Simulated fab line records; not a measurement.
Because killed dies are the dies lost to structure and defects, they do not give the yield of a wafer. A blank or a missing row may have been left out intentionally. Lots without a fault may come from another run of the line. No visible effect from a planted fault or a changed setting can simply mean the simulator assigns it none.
Which tool was responsible? + flow berkeley-cmos170 + at 1 step of a route of 331, 15 lots with 45 wafers sampled

== WHAT EACH GAUGE READ, for each wafer ==
The record holds no reading of a measuring or inspecting step that can be judged against a usual standard deviation.

== TOOL THAT RAN EACH LOT (tool first, then ch and the chambers of the sampled wafers, then the start) ==
| lot  | UCB170_PVT_STRIP_08                  |
|------|--------------------------------------|
| L231 | plasma-asher-02 ch 0,1, day 6 00:47  |
| L232 | plasma-asher-03 ch 1, day 6 00:58    |
| L236 | plasma-asher-03 ch 0,1, day 7 04:59  |
| L235 | plasma-asher-01 ch 0,1, day 7 05:21  |
| L237 | plasma-asher-03 ch 1, day 7 05:21    |
| L238 | plasma-asher-02 ch 0,1, day 7 13:32  |
| L239 | plasma-asher-01 ch 0,1, day 8 02:26  |
| L242 | plasma-asher-02 ch 0,1, day 8 02:44  |
| L241 | plasma-asher-01 ch 0,1, day 8 03:01  |
| L240 | plasma-asher-03 ch 0,1, day 8 03:08  |
| L248 | plasma-asher-03 ch 0,1, day 9 01:46  |
| L246 | plasma-asher-02 ch 0, day 9 01:50    |
| L251 | plasma-asher-01 ch 0,1, day 9 19:46  |
| L252 | plasma-asher-02 ch 0,1, day 10 06:57 |
| L253 | plasma-asher-01 ch 0,1, day 10 13:27 |
- UCB170_PVT_STRIP_08: strips in O2.

== WHAT THE TOOLS THEMSELVES READ (means of the sampled wafers that have a number; where no wafer has one, the mark that the record gives instead) ==
UCB170_PVT_STRIP_08. Usual: chamber-pressure-mTorr 3500 mTorr, standard deviation 3.3; drypump-motor-current-A 5.7 A, standard deviation 0.35; oes-product-au 0.734 a.u., standard deviation 0.0046; strip-time-to-endpoint-s 21.68 s, standard deviation 0.084.
| lot  | tool            | chamber-pressure-mTorr (mTorr) | drypump-motor-current-A (A) | oes-product-au (a.u.) | strip-time-to-endpoint-s (s) | flag |
|------|-----------------|--------------------------------|-----------------------------|-----------------------|------------------------------|------|
| L231 | plasma-asher-02 | 3497                           | 5.5                         | 0.736                 | 21.80                        |      |
| L232 | plasma-asher-03 | 3498                           | 6.0                         | 0.736                 | 21.68                        |      |
| L236 | plasma-asher-03 | 3500                           | 6.1                         | 0.733                 | 21.64                        |      |
| L235 | plasma-asher-01 | 3500                           | 5.6                         | 0.737                 | 21.62                        |      |
| L237 | plasma-asher-03 | 3499                           | 6.0                         | 0.729                 | 21.77                        |      |
| L238 | plasma-asher-02 | 3500                           | 5.3                         | 0.736                 | 21.76                        |      |
| L239 | plasma-asher-01 | 3502                           | 5.5                         | 0.735                 | 21.68                        |      |
| L242 | plasma-asher-02 | -                              | -                           | -                     | -                            | OFF  |
| L241 | plasma-asher-01 | -                              | -                           | -                     | -                            | OFF  |
| L240 | plasma-asher-03 | -                              | -                           | -                     | -                            | OFF  |
| L248 | plasma-asher-03 | 3497                           | 6.0                         | 0.735                 | 21.62                        |      |
| L246 | plasma-asher-02 | 3500                           | 5.0                         | 0.732                 | 21.74                        |      |
| L251 | plasma-asher-01 | 3500                           | 5.5                         | 0.734                 | 21.79                        |      |
| L252 | plasma-asher-02 | 3501                           | 5.5                         | 0.735                 | 21.64                        |      |
| L253 | plasma-asher-01 | 3503                           | 5.5                         | 0.730                 | 21.60                        |      |

== THE ANSWER, worked out from the rows above alone ==
Rule: a lot is off if the mean of its wafers that have a number lies more than 3 standard deviations from the usual mean. Also off: a lot with no number at a reading for which 4 or more lots have one. Any other lot the step has rows for is counted as sound. First the gauges in route order, then the tools' own readings, where a lot's mean is used as printed above. The first step at which some lot is off is used, and at that step the reading that is off furthest; a lot without a number counts as furthest.
Off, at UCB170_PVT_STRIP_08 on chamber-pressure-mTorr: L242, L241, L240. Without a number there: L242, L241, L240.
A tool fits if, at that step or a process step before it, it ran every lot that is off, and no sound lot after the first of them. None of those tried fits.

== WHAT HAD BEEN PUT IN BY THE SIMULATOR ==
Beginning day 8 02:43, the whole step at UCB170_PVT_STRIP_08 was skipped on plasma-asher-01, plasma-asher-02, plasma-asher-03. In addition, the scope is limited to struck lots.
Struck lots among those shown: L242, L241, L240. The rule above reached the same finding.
